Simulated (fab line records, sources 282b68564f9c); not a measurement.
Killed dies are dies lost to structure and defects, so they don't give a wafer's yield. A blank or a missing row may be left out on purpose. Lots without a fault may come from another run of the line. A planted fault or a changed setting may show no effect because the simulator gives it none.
Which tool did it? | flow rit_cmos | 14 lots, 42 wafers sampled, at 1 step of a route of 202

WHAT THE GAUGES READ, wafer by wafer
The record holds no reading of a measuring or inspecting step that can be judged against a usual standard deviation.

WHICH TOOL RAN EACH LOT (tool, then ch and the chambers of the sampled wafers, then the start)
lot  | RIT_PWELL_IMPLANT_08
L538 | implanter-01 ch 0, day 2 00:07
L540 | implanter-03 ch 0, day 2 11:31
L541 | implanter-01 ch 0, day 2 14:08
L542 | implanter-04 ch 0, day 2 18:59
L543 | implanter-03 ch 0, day 3 02:02
L544 | implanter-01 ch 0, day 3 05:42
L548 | implanter-01 ch 0, day 4 01:01
L551 | implanter-03 ch 0, day 4 17:12
L553 | implanter-01 ch 0, day 5 03:08
L555 | implanter-03 ch 0, day 5 12:41
L557 | implanter-04 ch 0, day 5 23:50
L558 | implanter-04 ch 0, day 6 03:33
L560 | implanter-03 ch 0, day 6 13:35
L561 | implanter-03 ch 0, day 6 20:29
- RIT_PWELL_IMPLANT_08

WHAT THE TOOLS THEMSELVES READ (means of the sampled wafers that have a number; where no wafer has one, the mark that the record gives instead)
RIT_PWELL_IMPLANT_08. Usual: beam_energy_keV 169.99, standard deviation 0.052; dose_ions_cm2 6.998e+13, standard deviation 6.9e+10.
lot  | tool         | beam_energy_keV | dose_ions_cm2 | flag
L538 | implanter-01 | 170.05          | 7.000e+13     |
L540 | implanter-03 | 170.01          | 6.997e+13     |
L541 | implanter-01 | 169.98          | 6.998e+13     |
L542 | implanter-04 | 169.91          | 6.995e+13     |
L543 | implanter-03 | 170.00          | 6.999e+13     |
L544 | implanter-01 | 169.96          | 7.009e+13     |
L548 | implanter-01 | 169.98          | 7.088e+13     | OFF
L551 | implanter-03 | 169.98          | 7.005e+13     |
L553 | implanter-01 | 169.99          | 7.086e+13     | OFF
L555 | implanter-03 | 169.96          | 6.996e+13     |
L557 | implanter-04 | 170.00          | 7.001e+13     |
L558 | implanter-04 | 169.98          | 6.995e+13     |
L560 | implanter-03 | 169.98          | 6.992e+13     |
L561 | implanter-03 | 170.01          | 7.001e+13     |

THE ANSWER, worked out from the rows above alone
Rule: a lot is off if the mean of its wafers that have a number lies more than 3 standard deviations from the usual mean. A lot without any number at a reading at which 4 lots or more have one is off too. The other lots that the step has rows for count as sound. The gauges are gone through in route order, then the tools' own readings, and for those a lot's mean is taken as printed above. The first step at which some lot is off is used, and at that step the reading that is off furthest; a lot without a number counts as furthest.
Off: L548, L553, at RIT_PWELL_IMPLANT_08 (dose_ions_cm2).
A tool fits if, at that step or a process step before it, it ran every lot that is off, and no sound lot after the first of them. One fits: implanter-01 at RIT_PWELL_IMPLANT_08. Its last sound lot is L544 (day 3 05:42), its first lot that is off L548 (day 4 01:01): a fault that began between those two fits.
The tool's own readings at RIT_PWELL_IMPLANT_08 bear it out: on the lots that are off they differ by more than 5 times the standard deviation of the sound lots' means. dose_ions_cm2 reads 7.087e+13 there against 6.999e+13 on the sound lots.

WHAT THE SIMULATOR HAD PUT IN
Process parameter drift: implanter-01, from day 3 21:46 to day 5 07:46, at RIT_PWELL_IMPLANT_08. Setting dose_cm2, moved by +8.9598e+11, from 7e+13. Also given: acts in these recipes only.
Lots struck among those shown: L548, L553. The rule above found the same.
